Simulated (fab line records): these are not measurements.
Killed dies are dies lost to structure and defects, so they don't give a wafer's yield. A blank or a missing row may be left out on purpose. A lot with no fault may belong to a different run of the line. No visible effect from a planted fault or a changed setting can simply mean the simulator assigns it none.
Comparing a struck lot with a sound one + flow berkeley_cmos170 + 21 out of 331 route steps
Sound: the wafers L521.2, L521.3, L521.6. Struck: wafers L534.1, L534.4, L534.5. The cause comes at the end.
Order at every step that has rows: each side's tool, ch and its chambers, its first start. Under that, the readings that differ: sound wafers + struck wafers + difference of the means + sigmas: that difference in standard deviations of wafers without a fault.
alike: readings with means less than 2 such deviations apart, plus words and numbers identical on both sides. not compared: withheld readings, readings lacking a value on some wafer, bounds such as >300 that could conceal the same value, and numbers that have no deviation in the record and whose values overlap.
The two part at a step that has a row with sigmas, a row that says differs or no value, or rows on one side only. Numbers that don't overlap but have no deviation are shown without sigmas and don't part them. A reading missing from all wafers of one side parts the sides only when that side holds two or more wafers.

first, 1 step without rows for these wafers: UCB170_M2_PRE_CLEAN_00 (preclean etch time 60 s).
UCB170_M2_SPUTTER_01: material Al, target thk 900 nm, time 120 s.
  sound: pvd_sputter-03 at day 7 19:59; struck: pvd_sputter-02 at day 11 02:22
  alike: throttle_valve_pct
UCB170_M2_RS_MEAS_02: measures by four-point-probe.
  sound: film_metro-03 at day 7 20:05; struck: film_metro-03 at day 11 02:26
  alike: M2_AL_RS
UCB170_M2_THK_MEAS_03: measures by xrf.
  sound: film_metro-03 at day 7 20:12; struck: film_metro-03 at day 11 02:34
  alike: M2_AL_THK
then, 3 steps without rows for these wafers: UCB170_M2_HMDS_04 (prime time 60 s); UCB170_M2_COAT_05 (resist thk 900 nm); UCB170_M2_SOFTBAKE_06 (time 60 s).
UCB170_M2_STRIP_07: strips in O2.
  sound on plasma_asher-02 ch 1, day 7 20:42; struck on plasma_asher-02 ch 0, day 11 03:04
| reading                      | sound             | struck            | difference | sigmas |
|------------------------------|-------------------|-------------------|------------|--------|
| strip_time_to_endpoint_s (s) | 21.98 21.97 22.02 | 21.84 21.87 21.79 | -0.16      | -2     |
  alike: drypump_motor_current_A, oes_product_au
  not compared: rf_hours_counter_h
then, 4 steps without rows for these wafers: UCB170_M2_STRIP_08 (strips KrF in DMSO, time 600 s); UCB170_M2_COAT_09; UCB170_M2_COAT_10 (resist thk 900 nm); UCB170_M2_SOFTBAKE_11 (time 60 s).
UCB170_M2_EXPOSE_12: exposes mask METAL2, target cd 700 nm.
  sound on krf_scanner-01 ch 0, day 7 23:50; struck on krf_scanner-01 ch 0, day 11 04:22
| reading              | sound                | struck               | difference | sigmas |
|----------------------|----------------------|----------------------|------------|--------|
| exposure_dose_mJ_cm2 | 25.985 26.024 26.000 | 25.378 25.402 25.419 | -0.603     | -22    |
  alike: mask
then, 2 steps without rows for these wafers: UCB170_M2_PEB_13; UCB170_M2_DEVELOP_14 (develop time 45 s).
UCB170_M2_CD_MEAS_15 targets a cd of 700 nm.
  sound: cd_sem-02 at day 8 00:13; struck: cd_sem-01 at day 11 05:01
| reading    | sound             | struck            | difference | sigmas |
|------------|-------------------|-------------------|------------|--------|
| cd_nm (nm) | 701.8 701.4 700.5 | 691.4 677.2 677.2 | -19.3      | -14    |
UCB170_M2_OVL_MEAS_16:
  sound: overlay-02 at day 8 00:20; struck: overlay-02 at day 11 05:08
  alike: M2_OVL
UCB170_M2_ETCH_17: etches BARC in N2/H2.
  sound on rie_diel-02 ch 1,2,3, day 8 00:22; struck on rie_diel-02 ch 1,2, day 11 05:10
| reading             | sound             | struck            | difference | sigmas |
|---------------------|-------------------|-------------------|------------|--------|
| model.M2.cd_nm (nm) | 701.5 701.6 700.5 | 691.7 677.6 677.7 | -18.9      |        |
  alike: bias_w, drypump_motor_current_A, oes_product_au, throttle_valve_pct
UCB170_M2_METAL_ETCH_18: etches Al in Cl2/BCl3, stops on SiO2, target depth 1170 nm, time 195 s.
  sound on rie_metal-01 ch 0,1, day 8 00:24; struck on rie_metal-01 ch 0,1, day 11 05:13
| reading             | sound             | struck          | difference | sigmas |
|---------------------|-------------------|-----------------|------------|--------|
| model.M2.cd_nm (nm) | 701.9 704.1 700.4 | 695 676.5 677.1 | -19        |        |
  alike: bias_w, drypump_motor_current_A, oes_product_au, throttle_valve_pct
  not compared: rf_hours_counter_h
UCB170_M2_STRIP_19: strips in O2.
  sound on plasma_asher-04 ch 0, day 8 00:35; struck on plasma_asher-02 ch 0,1, day 11 05:24
  alike: drypump_motor_current_A, oes_product_au
  not compared: rf_hours_counter_h
following that, these wafers have no rows for 1 step: UCB170_M3_PROBE_99.

## WHERE THEY PART
At UCB170_M2_STRIP_07 first; at UCB170_M2_CD_MEAS_15 last (within this record only). Later steps at which nothing parts them and some readings are alike: UCB170_M2_OVL_MEAS_16, UCB170_M2_ETCH_17, UCB170_M2_METAL_ETCH_18, UCB170_M2_STRIP_19.

WHY: the cause the simulator had injected
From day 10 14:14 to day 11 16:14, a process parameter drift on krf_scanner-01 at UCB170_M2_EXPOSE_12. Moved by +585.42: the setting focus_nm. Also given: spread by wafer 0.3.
